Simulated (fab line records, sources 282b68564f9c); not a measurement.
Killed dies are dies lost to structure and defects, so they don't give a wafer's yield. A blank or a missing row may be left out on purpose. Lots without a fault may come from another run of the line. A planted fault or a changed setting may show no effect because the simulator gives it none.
fab line records | flow rit_cmos
record lots=6 wafers=18 last_day=7
route steps=202 shown ACTIVE@8 FOX1@20 FOX2@23 NWELL@28 PWELL@39 CONTACT@179 M1@202
lots that met no fault: from a run of the same line without faults
start_h: hours from the record's first day to the start of the lot's first wafer shown | wait_h: hours since the lot's step before | " the same as in the row above | L1.1+2: a row that stands for several wafers | - no value, or no start given | * or withheld: withheld | < > ~ a bound
route shown NAME@n: a module of which the file shows steps, and the number in the route of the first | usual: mean/standard deviation of fault-free wafers | same: alike in all rows | chamber/n: place in a boat | sites: the reading at each site | _std_site: their standard deviation | _edge_site: outer sites' mean less inner sites' | radius_mm: how far each site lies from the wafer's centre | mask NAME#n: copy n | behind: the tool/chamber that last shaped the wafer | hold: why the lot was held/for how many hours/how that ended | device: the transistor (n, p or np) that didn't switch | end of line: the same wafers' tests at the end of the route | a step without rows: its recipe alone | killed: dies lost to structure and defects at the first sort, not the wafer's yield | map: a wafer's dies, x killed, . not, _ none there
set.NAME: the setting as run; set.NAME@STEP: as run at that earlier step | model.NAME: the simulator's own value behind a step, which no gauge read
lots at some steps of the route; a table a step, a row a wafer
services: from which hour (start_h, from the record's first day; less than 0 if before it) a tool's chamber was out of use, for how many hours, and why
## steps
# step RIT_ACTIVE_SOFTBAKE_07
# recipe resist=NOVOLAK temp_c=90 time_s=60
# step RIT_ACTIVE_EXPOSE_08
# recipe mask_id=M1 na=0.6 source_shape=conventional sigma_outer=0.6 target_cd_nm=1400 dose_mj=225
# step RIT_ACTIVE_PEB_09
# recipe resist=NOVOLAK temp_c=withheld time_s=withheld
# step RIT_ACTIVE_DEVELOP_10
# recipe resist=NOVOLAK develop_time_s=50 dev_temp_c=23
# step RIT_ACTIVE_CD_MEAS_11
# recipe target_cd_nm=1400
# usual cd_nm=1400.7/2.3
# columns lot.wafer tool chamber start_h wait_h cd_nm
L571.2 cd_sem-01 - 40.61 - 1400.8
L571.3 " - " " 1401.1
L571.6 " - " " 1401.9
L576.1 cd_sem-02 - 67.65 - 1400.1
L576.4 " - " " 1398.8
L576.5 " - " " 1399.5
L586.2 cd_sem-02 - 116.15 - 1401.2
L586.4 " - " " 1400.3
L586.5 " - " " 1402.7
L587.2 cd_sem-01 - 120.17 - 1401.6
L587.3 " - " " 1400.8
L587.5 " - " " 1401.6
L588.1 cd_sem-02 - 126.06 - 1402.2
L588.2 " - " " 1398.8
L588.3 " - " " 1400.3
L589.1 cd_sem-01 - 129.74 - 1403.1
L589.4 " - " " 1400.9
L589.5 " - " " 1401.1
# step RIT_ACTIVE_HARDBAKE_12
# recipe resist=NOVOLAK temp_c=140 time_s=60
# step RIT_ACTIVE_ETCH_13
# recipe stop_on=SiO2 chemistry=SF6 target=Si3N4 time_s=210 over_etch_frac=0.4 SF6_flow_sccm=200 pressure_mtorr=260 rf_w=125 target_depth_a=2100
# usual drypump_motor_current_A=5.9/0.46 oes_product_au=0.824/0.013 throttle_valve_pct=7.47/0.12
# same over_etch_frac=0.4
# columns lot.wafer tool chamber start_h wait_h drypump_motor_current_A oes_product_au rf_hours_counter_h throttle_valve_pct
L571.2 rie_diel-01 2 40.86 0.1 6.2 0.832 156 7.33
L571.3 " 3 " " 6.6 0.826 78 7.39
L571.6 " 1 " " 6.0 0.830 - 7.57
L576.1 rie_diel-02 2 67.92 0.1 5.5 0.827 49 7.53
L576.4 " 0 " " 5.7 0.814 89 7.37
L576.5 " 1 " " 5.7 0.820 - 7.60
L586.2 rie_diel-02 0 116.63 0.1 5.7 0.807 90 7.35
L586.4 " 3 " " 5.1 0.826 10 7.35
L586.5 " 3 " " 5.1 0.826 - 7.38
L587.2 rie_diel-02 1 120.42 0.1 5.7 0.816 86 7.58
L587.3 " 3 " " 5.1 0.816 10 7.35
L587.5 " 1 " " 5.7 0.812 - 7.60
L588.1 rie_diel-04 2 126.33 0.1 5.7 0.839 115 7.41
L588.2 " 3 " " 5.2 0.806 49 7.39
L588.3 " 0 " " 6.0 0.828 2 7.72
L589.1 rie_diel-04 1 130.01 0.1 6.5 0.831 0 7.37
L589.4 " 2 " " 5.7 0.854 115 7.40
L589.5 " 2 " " 5.7 0.844 - 7.40
# step RIT_ACTIVE_STRIP_14
# recipe chemistry=O2 time_s=180 resist=NOVOLAK platen_temp_c=withheld power_w=500 pressure_mtorr=4000 o2_flow_sccm=4000
# usual drypump_motor_current_A=5.7/0.46 rf_refl_power_W=6.2/1.7
# columns lot.wafer tool chamber start_h wait_h drypump_motor_current_A rf_hours_counter_h rf_refl_power_W
L571.2 plasma_asher-04 0 40.99 0.1 5.3 39 5.6
L571.3 " 1 " " 6.1 - 4.1
L571.6 " 0 " " 5.3 - 5.6
L576.1 plasma_asher-02 0 68.05 0.1 6.2 45 5.6
L576.4 " 1 " " 5.2 - 9.6
L576.5 " 1 " " 5.3 - 9.5
L586.2 plasma_asher-01 0 116.76 0.1 6.1 51 6.0
L586.4 " 0 " " 6.1 - 6.0
L586.5 " 1 " " 5.1 - 6.4
L587.2 plasma_asher-04 0 120.55 0.1 5.3 48 5.6
L587.3 " 0 " " 5.3 - 5.4
L587.5 " 1 " " 6.0 - 4.0
L588.1 plasma_asher-01 1 126.47 0.1 5.1 52 6.3
L588.2 " 0 " " 6.1 52 5.9
L588.3 " 0 " " 6.1 - 6.1
L589.1 plasma_asher-01 1 130.14 0.1 5.1 53 6.7
L589.4 " 0 " " 6.1 - 6.3
L589.5 " 0 " " 6.1 - 6.3
# step RIT_ACTIVE_CD_MEAS_90
# recipe target_cd_nm=1400
# usual cd_nm=1400.7/2.3
# columns lot.wafer tool chamber start_h wait_h cd_nm
L571.2 cd_sem-01 - 41.19 0.1 1401.1
L571.3 " - " " 1401.6
L571.6 " - " " 1402.3
L576.1 cd_sem-01 - 68.23 0.1 1400.6
L576.4 " - " " 1398.8
L576.5 " - " " 1399.6
L586.2 cd_sem-02 - 116.96 0.1 1401.1
L586.4 " - " " 1400.4
L586.5 " - " " 1402.4
L587.2 cd_sem-02 - 120.75 0.1 1401.4
L587.3 " - " " 1401.0
L587.5 " - " " 1401.8
L588.1 cd_sem-02 - 126.64 0.1 1401.6
L588.2 " - " " 1399.0
L588.3 " - " " 1400.8
L589.1 cd_sem-01 - 130.31 0.1 1403.2
L589.4 " - " " 1400.3
L589.5 " - " " 1400.5
# step RIT_ACTIVE_CLEAN_15
# recipe chemistry=SC1 mix=3:3:50 time_s=600 temp_c=75
# step RIT_ACTIVE_CLEAN_16
# recipe chemistry=dHF dilution=50:1 time_s=30
# step RIT_ACTIVE_CLEAN_17
# recipe chemistry=SC2 mix=3:3:50 time_s=600 temp_c=75 dry=n2_spin
# step RIT_FOX1_OXIDATION_00
# recipe temp_c=1100 ambient=H2O target_thk_a=3507 p_h2o_torr=720 ox_time_s=1130
# usual spike_tc_load_C=1130.3/1.1
# columns lot.wafer tool chamber start_h wait_h spike_tc_load_C model.SiO2_of_FOX1_OXIDATION_00.thk_nm model.Si3N4_of_ACTIVE_CVD_03.thk_nm
L571.2 furnace-03 0 41.67 0.0 1131.2 352.2 140.4
L571.3 " 0 " " 1130.2 354.8 141.5
L571.6 " 0 " " 1128.0 353.2 141.5
L576.1 furnace-04 0 68.78 0.0 1129.7 341.6 143.7
L576.4 " 0 " " 1130.0 344.8 143.8
L576.5 " 0 " " 1130.9 345.9 144.2
L586.2 furnace-04 0 117.49 0.0 1131.1 210.5 144.2
L586.4 " 0 " " 1130.7 214.1 145.2
L586.5 " 0 " " 1129.3 204.4 144.9
L587.2 furnace-04 0 122.48 1.2 1131.1 205.6 143.8
L587.3 " 0 " " 1128.8 204.7 143.9
L587.5 " 0 " " 1129.3 205 142.9
L588.1 furnace-01 0 127.60 0.4 1130.1 355.8 142
L588.2 " 0 " " 1131.8 356.5 141.6
L588.3 " 0 " " 1130.3 355.1 141.8
L589.1 furnace-03 0 132.20 1.4 1129.7 347.5 142.6
L589.4 " 0 " " 1127.6 351.6 143.1
L589.5 " 0 " " 1129.1 352.1 142.1
# step RIT_FOX1_THK_MEAS_01
# recipe reads=SiO2_of_FOX1_OXIDATION_00
# usual FOX1_OXIDE_THK=347/7.1
# columns lot.wafer tool chamber start_h wait_h FOX1_OXIDE_THK[nm]
L571.2 film_metro-03 - 42.99 0.0 352
L571.3 " - " " 355
L571.6 " - " " 353
L576.1 film_metro-03 - 70.10 0.0 342
L576.4 " - " " 344
L576.5 " - " " 346
L586.2 film_metro-01 - 118.81 0.0 210
L586.4 " - " " 214
L586.5 " - " " 205
L587.2 film_metro-01 - 123.80 0.0 206
L587.3 " - " " 205
L587.5 " - " " 205
L588.1 film_metro-02 - 128.91 0.0 356
L588.2 " - " " 357
L588.3 " - " " 355
L589.1 film_metro-03 - 133.51 0.0 348
L589.4 " - " " 352
L589.5 " - " " 352
# step RIT_FOX1_WET_ETCH_02
# recipe chemistry=BOE target_depth_nm=350 time_s=390 temp_c=21.5 dry=n2_spin dilution=10:1 target=SiO2
# step RIT_FOX2_OXIDATION_00
# recipe temp_c=1100 ambient=H2O target_thk_a=3507 p_h2o_torr=720 ox_time_s=1130
# step RIT_FOX2_THK_MEAS_01
# recipe reads=SiO2_of_FOX2_OXIDATION_00
# usual FOX2_OXIDE_THK=349/7.8
# columns lot.wafer tool chamber start_h wait_h FOX2_OXIDE_THK[nm]
L571.2 film_metro-02 - 44.50 0.0 359
L571.3 " - " " 364
L571.6 " - " " 374
L576.1 film_metro-02 - 71.61 0.0 342
L576.4 " - " " 345
L576.5 " - " " 335
L586.2 film_metro-02 - 120.30 0.0 340
L586.4 " - " " 336
L586.5 " - " " 346
L587.2 film_metro-04 - 125.30 0.0 353
L587.3 " - " " 352
L587.5 " - " " 357
L588.1 film_metro-03 - 130.42 0.0 351
L588.2 " - " " 344
L588.3 " - " " 357
L589.1 film_metro-03 - 135.03 0.0 351
L589.4 " - " " 348
L589.5 " - " " 347
# step RIT_FOX2_CLEAN_02
# recipe chemistry=dHF dilution=50:1 time_s=180
# columns lot.wafer tool chamber start_h wait_h model.Si3N4_of_ACTIVE_CVD_03.thk_nm
L571.2 wet_bench-04 0 44.55 0.0 128.7
L571.3+6 " 0 " " 129.8
L576.1 wet_bench-01 2 71.67 0.1 132
L576.4 " 2 " " 132.1
L576.5 " 2 " " 132.4
L586.2 wet_bench-04 0 120.35 0.0 132.5
L586.4 " 0 " " 133.4
L586.5 " 0 " " 133.1
L587.2+3 wet_bench-01 2 125.35 0.0 132.1
L587.5 " 2 " " 131.2
L588.1 wet_bench-03 0 130.48 0.1 130.2
L588.2 " 0 " " 129.8
L588.3 " 0 " " 130
L589.1 wet_bench-04 1 135.09 0.1 130.8
L589.4 " 1 " " 131.3
L589.5 " 1 " " 130.3
# step RIT_FOX2_WET_ETCH_03
# recipe chemistry=H3PO4 target=Si3N4 target_depth_nm=195 temp_c=165 time_s=2700
# step RIT_FOX2_THK_MEAS_90
# recipe reads=SiO2_of_FOX2_OXIDATION_00
# usual FIELD_OXIDE_LEFT_1_THK=322/7.9
# columns lot.wafer tool chamber start_h wait_h FIELD_OXIDE_LEFT_1_THK[nm]
L571.2 film_metro-03 - 45.45 0.0 332
L571.3 " - " " 337
L571.6 " - " " 347
L576.1 film_metro-03 - 72.49 0.0 314
L576.4 " - " " 317
L576.5 " - " " 307
L586.2 film_metro-04 - 121.18 0.0 312
L586.4 " - " " 309
L586.5 " - " " 318
L587.2 film_metro-02 - 126.18 0.0 325
L587.3 " - " " 325
L587.5 " - " " 329
L588.1 film_metro-03 - 131.45 0.0 323
L588.2 " - " " 317
L588.3 " - " " 331
L589.1 film_metro-03 - 136.67 0.0 323
L589.4 " - " " 321
L589.5 " - " " 320
# step RIT_NWELL_HMDS_00
# recipe prime_time_s=60 prime_temp_c=140
# step RIT_NWELL_COAT_01
# recipe resist=NOVOLAK spin_rpm=2000 resist_thk_nm=1300
# step RIT_NWELL_SOFTBAKE_02
# recipe resist=NOVOLAK temp_c=90 time_s=60
# step RIT_NWELL_EXPOSE_03
# recipe mask_id=M2 na=0.57 target_cd_nm=43900 dose_mj=250
# step RIT_NWELL_PEB_04
# recipe resist=NOVOLAK temp_c=withheld time_s=withheld
# step RIT_NWELL_DEVELOP_05
# recipe resist=NOVOLAK develop_time_s=68 dev_temp_c=23
# step RIT_NWELL_OVL_MEAS_06
# usual NWELL_OVL=0.0/1.4
# columns lot.wafer tool chamber start_h wait_h NWELL_OVL[nm]
L571.2 overlay-01 - 46.51 - 2.6
L571.3 " - " " 1.0
L571.6 " - " " -0.9
L576.1 overlay-01 - 73.43 - 0.7
L576.4 " - " " -0.8
L576.5 " - " " -2.0
L586.2 overlay-01 - 122.12 - 1.3
L586.4 " - " " 0.2
L586.5 " - " " -0.6
L587.2 overlay-02 - 127.22 - 0.0
L587.3 " - " " 0.7
L587.5 " - " " -0.2
L588.1 overlay-02 - 132.54 - 1.9
L588.2 " - " " 1.2
L588.3 " - " " 2.6
L589.1 overlay-02 - 137.74 - -1.5
L589.4 " - " " -1.0
L589.5 " - " " -2.1
# step RIT_NWELL_HARDBAKE_07
# recipe resist=NOVOLAK temp_c=140 time_s=120
# step RIT_NWELL_IMPLANT_08
# recipe species=P energy_kev=170 dose_cm2=5e+13 tilt_deg=7
# step RIT_NWELL_STRIP_09
# recipe chemistry=O2 time_s=180 resist=NOVOLAK platen_temp_c=withheld power_w=500 pressure_mtorr=4000 o2_flow_sccm=4000
# usual drypump_motor_current_A=5.5/0.45 rf_refl_power_W=6.7/1.6
# columns lot.wafer tool chamber start_h wait_h drypump_motor_current_A rf_hours_counter_h rf_refl_power_W
L571.2 plasma_asher-02 0 46.94 0.1 6.2 43 5.5
L571.3 " 1 " " 5.2 - 9.3
L571.6 " 0 " " 6.2 - 5.4
L576.1 plasma_asher-02 1 73.87 0.1 5.3 46 9.6
L576.4 " 1 " " 5.2 - 9.3
L576.5 " 1 " " 5.3 - 9.8
L586.2 plasma_asher-03 1 122.55 0.1 5.4 28 4.8
L586.4 " 1 " " 5.4 - 4.9
L586.5 " 1 " " 5.4 - 4.9
L587.2 plasma_asher-02 0 127.65 0.1 6.2 1 5.6
L587.3 " 0 " " 6.2 - 5.2
L587.5 " 1 " " 5.3 - 9.6
L588.1 plasma_asher-03 1 132.97 0.1 5.4 29 4.9
L588.2 " 0 " " 5.1 29 7.5
L588.3 " 0 " " 5.2 - 8.1
L589.1 plasma_asher-02 0 138.20 0.1 6.2 2 5.4
L589.4 " 0 " " 6.2 - 5.1
L589.5 " 1 " " 5.2 - 9.5
# step RIT_NWELL_TW_MEAS_10
# usual NWELL_TW=2149/24
# columns lot.wafer tool chamber start_h wait_h NWELL_TW
L571.2 film_metro-01 - 47.12 0.1 2136
L571.3 " - " " 2141
L571.6 " - " " 2143
L576.1 film_metro-03 - 74.04 0.1 2191
L576.4 " - " " 2182
L576.5 " - " " 2186
L586.2 film_metro-04 - 122.74 0.1 2137
L586.4 " - " " 2122
L586.5 " - " " 2137
L587.2 film_metro-04 - 127.83 0.1 2130
L587.3 " - " " 2134
L587.5 " - " " 2128
L588.1 film_metro-04 - 133.15 0.1 2136
L588.2 " - " " 2122
L588.3 " - " " 2145
L589.1 film_metro-04 - 138.37 0.1 2135
L589.4 " - " " 2132
L589.5 " - " " 2129
# step RIT_PWELL_HMDS_00
# recipe prime_time_s=60 prime_temp_c=140
# step RIT_PWELL_COAT_01
# recipe resist=NOVOLAK spin_rpm=2000 resist_thk_nm=1300
# step RIT_PWELL_SOFTBAKE_02
# recipe resist=NOVOLAK temp_c=90 time_s=60
# step RIT_PWELL_EXPOSE_03
# recipe mask_id=M3 na=0.57 target_cd_nm=43700 dose_mj=250
# step RIT_PWELL_PEB_04
# recipe resist=NOVOLAK temp_c=withheld time_s=withheld
# step RIT_PWELL_DEVELOP_05
# recipe resist=NOVOLAK develop_time_s=68 dev_temp_c=23
# step RIT_PWELL_OVL_MEAS_06
# usual PWELL_OVL=0.1/1.3
# columns lot.wafer tool chamber start_h wait_h PWELL_OVL[nm]
L571.2 overlay-02 - 48.20 - 0.3
L571.3 " - " " 0.3
L571.6 " - " " 0.5
L576.1 overlay-02 - 75.11 - 1.0
L576.4 " - " " -0.5
L576.5 " - " " -0.7
L586.2 overlay-01 - 123.80 - -0.6
L586.4 " - " " -0.1
L586.5 " - " " 1.3
L587.2 overlay-01 - 128.89 - -0.9
L587.3 " - " " -1.5
L587.5 " - " " -2.3
L588.1 overlay-02 - 134.21 - 0.5
L588.2 " - " " -0.7
L588.3 " - " " 0.4
L589.1 overlay-01 - 139.47 - -1.0
L589.4 " - " " -1.0
L589.5 " - " " -2.1
# step RIT_PWELL_HARDBAKE_07
# recipe resist=NOVOLAK temp_c=140 time_s=120
# step RIT_PWELL_IMPLANT_08
# recipe species=B energy_kev=170 dose_cm2=7e+13 tilt_deg=7
# step RIT_PWELL_STRIP_09
# recipe chemistry=O2 time_s=180 resist=NOVOLAK platen_temp_c=withheld power_w=500 pressure_mtorr=4000 o2_flow_sccm=4000
# usual drypump_motor_current_A=5.5/0.39 rf_refl_power_W=6.3/1.8
# columns lot.wafer tool chamber start_h wait_h drypump_motor_current_A rf_hours_counter_h rf_refl_power_W
L571.2 plasma_asher-03 1 48.63 0.1 5.4 21 5.0
L571.3 " 1 " " 5.4 - 4.9
L571.6 " 0 " " 5.2 - 7.5
L576.1 plasma_asher-03 0 75.54 0.1 5.1 24 7.4
L576.4 " 1 " " 5.4 - 4.9
L576.5 " 1 " " 5.4 - 5.2
L586.2 plasma_asher-03 1 124.23 0.1 5.4 28 5.1
L586.4 " 0 " " 5.1 - 7.5
L586.5 " 1 " " 5.4 - 5.2
L587.2 plasma_asher-02 1 129.32 0.1 5.2 1 9.5
L587.3 " 1 " " 5.3 - 9.6
L587.5 " 1 " " 5.3 - 9.2
L588.1 plasma_asher-03 1 134.65 0.1 5.4 30 5.0
L588.2 " 0 " " 5.1 30 7.1
L588.3 " 1 " " 5.4 - 5.0
L589.1 plasma_asher-04 0 139.91 0.1 5.3 50 5.5
L589.4 " 1 " " 6.0 - 4.0
L589.5 " 0 " " 5.3 - 5.7
# step RIT_PWELL_TW_MEAS_10
# usual PWELL_TW=956/11
# columns lot.wafer tool chamber start_h wait_h PWELL_TW
L571.2 film_metro-03 - 48.81 0.1 970
L571.3 " - " " 965
L571.6 " - " " 968
L576.1 film_metro-01 - 75.72 0.1 951
L576.4 " - " " 947
L576.5 " - " " 954
L586.2 film_metro-01 - 124.42 0.1 951
L586.4 " - " " 954
L586.5 " - " " 952
L587.2 film_metro-04 - 129.51 0.1 943
L587.3 " - " " 944
L587.5 " - " " 945
L588.1 film_metro-04 - 134.83 0.1 947
L588.2 " - " " 949
L588.3 " - " " 943
L589.1 film_metro-03 - 140.08 0.1 969
L589.4 " - " " 965
L589.5 " - " " 971
# step RIT_CONTACT_ETCH_11
# recipe target_depth_a=4800 over_etch_frac=0.2 stop_on=TiSi2 chemistry=CHF3/CF4/Ar target=SiO2 CHF3_flow_sccm=50 cf4_flow_sccm=10 Ar_flow_sccm=100 O2_flow_sccm=5 pressure_mtorr=100 rf_w=200 time_s=320
# usual drypump_motor_current_A=5.6/0.54 oes_product_au=0.994/0.01 throttle_valve_pct=8.81/0.14
# same over_etch_frac=0.2
# columns lot.wafer tool chamber start_h wait_h drypump_motor_current_A oes_product_au rf_hours_counter_h throttle_valve_pct model.CONTACT.cd_nm
L571.2 rie_diel-01 0 79.06 0.1 6.2 0.985 143 8.93 1001
L571.3 " 2 " " 6.3 1.009 156 8.68 998.7
L571.6 " 2 " " 6.3 1.014 - 8.70 1002
L576.1 rie_diel-03 0 107.10 0.1 4.9 1.008 13 9.06 999.7
L576.4 " 2 " " 5.1 0.975 41 8.77 999.2
L576.5 " 2 " " 5.1 0.978 - 8.77 998.5
L586.2 rie_diel-03 1 157.16 0.1 5.0 0.999 136 8.82 997.9
L586.4 " 0 " " 4.9 1.011 15 9.06 997.5
L586.5 " 2 " " 5.1 0.983 - 8.78 997.3
L587.2 rie_diel-01 0 158.79 0.1 6.2 0.980 145 8.91 993.2
L587.3 " 2 " " 6.3 1.001 1 8.70 989.7
L587.5 " 3 " " 6.7 1.010 - 8.76 990.8
L588.1 rie_diel-03 2 168.93 0.1 5.1 0.980 43 8.78 998.9
L588.2 " 0 " " 4.8 1.011 15 9.08 1000
L588.3 " 3 " " 5.8 0.999 121 8.60 999.1
L589.1 rie_diel-02 0 173.58 0.1 5.7 0.982 91 8.74 997.4
L589.4 " 1 " " 5.8 0.994 87 8.95 998.5
L589.5 " 0 " " 5.7 0.983 - 8.73 996.7
# step RIT_M1_PROBE_99
# usual killed_at_contacts=0.1/0.32 killed_at_front_end=7/3 killed_dies=7/3.1 killed_open=3.3/1.8 killed_short=3.6/2
# same gross_dies=264 killed_at_M0_to_M3=0 killed_at_M4_up=0 killed_at_back_side=0 killed_at_other=0
# columns lot.wafer tool chamber start_h wait_h killed_at_contacts killed_at_front_end killed_dies killed_open killed_short model.etest.nplus_sal.width_nm model.etest.pplus_sal.width_nm model.etest.nldd.width_nm model.etest.pldd.width_nm model.etest.nmos_narrow.drive_ua_um model.etest.pmos_narrow.drive_ua_um model.etest.field_p_metal.vt_v model.etest.field_p.vt_v
L571.2 prober-02 - 84.50 0.1 0 8 8 3 5 3448 3440 3186 3181 221.4 100.5 -29.41 -13.01
L571.3 prober-02 - 84.55 0.2 0 4 4 1 3 3456 3449 3177 3186 217.8 101 -28.91 -13.04
L571.6 prober-02 - 84.70 0.2 0 5 5 3 2 3458 3450 3154 3160 215.8 99.03 -28.79 -13.13
L576.1 prober-01 - 112.27 0.1 0 4 4 1 3 3480 3476 3207 3194 235.3 105.8 -31.02 -13.26
L576.4 prober-01 - 112.42 0.2 0 7 7 4 3 3439 3446 3170 3190 236.8 106.7 -31.45 -13.15
L576.5 prober-01 - 112.47 0.2 0 8 8 4 4 3479 3481 3207 3216 235.4 105.5 -31.32 -13.3
L586.2 prober-01 - 162.42 0.1 0 3 3 1 2 3630 3624 3292 3303 250.9 109.5 -31.93 -13.84
L586.4 prober-01 - 162.52 0.2 0 6 6 3 3 3604 3612 3287 3283 250.6 109.7 -33.22 -13.9
L586.5 prober-01 - 162.57 0.2 0 7 7 2 5 3599 3617 3316 3278 258.2 114.5 -32.6 -13.93
L587.2 prober-02 - 163.92 0.1 0 5 5 4 1 3617 3600 3284 3288 257.8 114.6 -30.89 -13.46
L587.3 prober-02 - 163.97 0.2 1 6 7 3 4 3641 3628 3295 3300 252.3 112 -30.36 -13.46
L587.5 prober-02 - 164.07 0.2 1 13 14 5 8 3598 3598 3281 3284 255 114.8 -30.86 -13.51
L588.1 prober-01 - 174.14 0.1 0 7 7 6 1 3431 3439 3158 3167 217.8 101.7 -28.81 -12.67
L588.2 prober-01 - 174.19 0.1 0 8 8 4 4 3448 3454 3190 3198 224.9 101.6 -29.34 -12.63
L588.3 prober-01 - 174.24 0.2 0 5 5 1 3 3452 3433 3167 3170 226.1 101.9 -28.2 -12.69
L589.1 prober-02 - 178.57 0.1 0 11 11 5 6 3436 3443 3162 3183 231.2 103.9 -28.83 -12.24
L589.4 prober-02 - 178.72 0.2 0 4 4 1 3 3456 3455 3185 3169 226.6 101.2 -28.93 -12.26
L589.5 prober-02 - 178.77 0.2 0 9 9 3 6 3425 3453 3165 3175 217.3 96.79 -28.97 -12.31
# killed by level:class
L571.2 GATE:geometric_particle:open=3 GATE:geometric_particle:short=3 REOX:geometric_particle:short=1 SILICIDE:geometric_particle:short=1
L571.3 REOX:geometric_particle:short=2 GATE:geometric_particle:open=1 GATE:geometric_particle:short=1
L571.6 GATE:geometric_particle:open=2 FOX1:geometric_particle:short=1 GATE:geometric_particle:short=1 SILICIDE:geometric_particle:open=1
L576.1 FOX1:geometric_particle:open=1 FOX1:geometric_particle:short=1 GATE:geometric_particle:short=1 SPACER:geometric_particle:short=1
L576.4 SILICIDE:geometric_particle:open=3 GATE:geometric_particle:short=1 REOX:geometric_particle:short=1 SPACER:geometric_particle:short=1 STARTING-WAFER:geometric_particle:open=1
L576.5 REOX:geometric_particle:short=3 SPACER:geometric_particle:open=3 GATE:geometric_particle:open=1 GATE:geometric_particle:short=1
L586.2 FOX1:geometric_particle:short=1 SPACER:geometric_particle:open=1 SILICIDE:geometric_particle:short=1
L586.4 FOX1:geometric_particle:open=2 FOX1:geometric_particle:short=1 GATE:geometric_particle:short=1 REOX:geometric_particle:short=1 SPACER:geometric_particle:open=1
L586.5 GATE:geometric_particle:short=2 REOX:geometric_particle:short=2 FOX1:geometric_particle:short=1 GATE:geometric_particle:open=1 REOX:geometric_particle:open=1
L587.2 GATE:geometric_particle:open=3 FOX2:geometric_particle:open=1 GATE:geometric_particle:short=1
L587.3 SILICIDE:geometric_particle:open=2 FOX1:geometric_particle:short=1 FOX2:geometric_particle:short=1 GATE:geometric_particle:short=1 SPACER:geometric_particle:open=1 CONTACT:geometric_particle:short=1
L587.5 GATE:geometric_particle:short=5 GATE:geometric_particle:open=2 REOX:geometric_particle:short=2 ACTIVE:geometric_particle:short=1 FOX1:geometric_particle:open=1 SPACER:geometric_particle:open=1 SILICIDE:geometric_particle:open=1 CONTACT:coat_microbubble_printed=1
L588.1 FOX1:geometric_particle:open=2 SPACER:geometric_particle:open=2 FOX1:geometric_particle:short=1 FOX2:geometric_particle:open=1 GATE:geometric_particle:open=1
L588.2 FOX1:geometric_particle:open=3 FOX1:geometric_particle:short=2 GATE:geometric_particle:short=1 GATE:geometric_particle:open=1 REOX:geometric_particle:short=1
L588.3 GATE:geometric_particle:short=2 FOX1:geometric_particle:open=1 SPACER:geometric_particle:short=1 NSD:coat_microbubble_printed=1
L589.1 REOX:geometric_particle:short=3 GATE:geometric_particle:short=2 REOX:geometric_particle:open=2 SILICIDE:geometric_particle:open=2 GATE:geometric_particle:open=1 SILICIDE:geometric_particle:short=1
L589.4 FOX1:geometric_particle:short=1 GATE:geometric_particle:short=1 SILICIDE:geometric_particle:short=1 SILICIDE:geometric_particle:open=1
L589.5 FOX1:geometric_particle:short=4 SILICIDE:geometric_particle:open=2 GATE:geometric_particle:short=1 REOX:geometric_particle:open=1 SILICIDE:geometric_particle:short=1
## services
# columns tool chamber start_h hours kind
wet_bench-01 - 20.44 3.0 repair
rie_diel-02 - 26.24 2.8 pm
furnace-04 - 34.39 2.6 pm
rie_diel-02 3 34.64 1.4 repair
rie_diel-03 - 45.61 2.8 pm
furnace-01 - 59.51 4.3 pm
rie_diel-04 3 64.28 8.8 repair
rie_diel-03 0 65.07 4.6 repair
plasma_asher-04 - 66.74 3.4 repair
rie_diel-04 3 74.23 2.4 repair
rie_diel-02 1 77.01 33.7 repair
rie_diel-02 0 105.67 10.8 repair
plasma_asher-03 - 107.98 6.8 repair
plasma_asher-02 - 108.75 9.0 pm
plasma_asher-02 0 108.75 9.0 vent_cycle
rie_diel-04 - 111.26 14.6 pm
wet_bench-04 - 112.44 2.1 repair
rie_diel-02 1 122.31 3.4 repair
furnace-03 - 129.58 2.6 pm
wet_bench-01 - 139.09 1.1 repair
furnace-03 - 155.16 3.8 pm
plasma_asher-04 - 155.19 0.7 repair
rie_diel-01 0 166.76 6.1 repair
rie_diel-02 - 170.81 0.2 repair
## key
first_sign step=RIT_FOX1_THK_MEAS_01 reading=FOX1_OXIDE_THK direction=down sigmas=20 usual=347 struck=207
effect none on later readings
model_effect step=RIT_FOX1_OXIDATION_00 value=SiO2_of_FOX1_OXIDATION_00.thk_nm without=345.2 struck=207.4
model_effect step=RIT_FOX2_CLEAN_02 value=Si3N4_of_ACTIVE_CVD_03.thk_nm without=129.8 struck=132.4
model_effect step=RIT_CONTACT_ETCH_11 value=CONTACT.cd_nm without=997.4 struck=994.4
model_effect step=RIT_M1_PROBE_99 value=etest.nplus_sal.width_nm without=3462 struck=3615
met_at RIT_FOX1_OXIDATION_00
struck_wafers L586.2,L586.4,L586.5,L587.2,L587.3,L587.5
tester_left_out L586,L587
loop_trim step=RIT_CONTACT_EXPOSE_05 setting=dose lots=L587
loop_trim step=RIT_M1_EXPOSE_06 setting=dose lots=L586,L587
onset_between 68.78 117.49
also_fits RIT_ACTIVE_ETCH_13:rie_diel-02
fault kind=process_parameter_drift tool=furnace-04 chamber=- onset_h=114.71 steps=RIT_FOX1_OXIDATION_00 channel=ox_time_s offset=* shape=step end_h=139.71 acts_in=* stated=*
# tester_left_out: of these lots the tester's yield and bins aren't shown, on N5 and GAA mostly nor the transistor test; their killed dies are dies lost to structure and defects alone, not to doping, threshold or leakage, so they don't give the yield
# loop_trim: a control loop set the setting to another value than it would have without faults
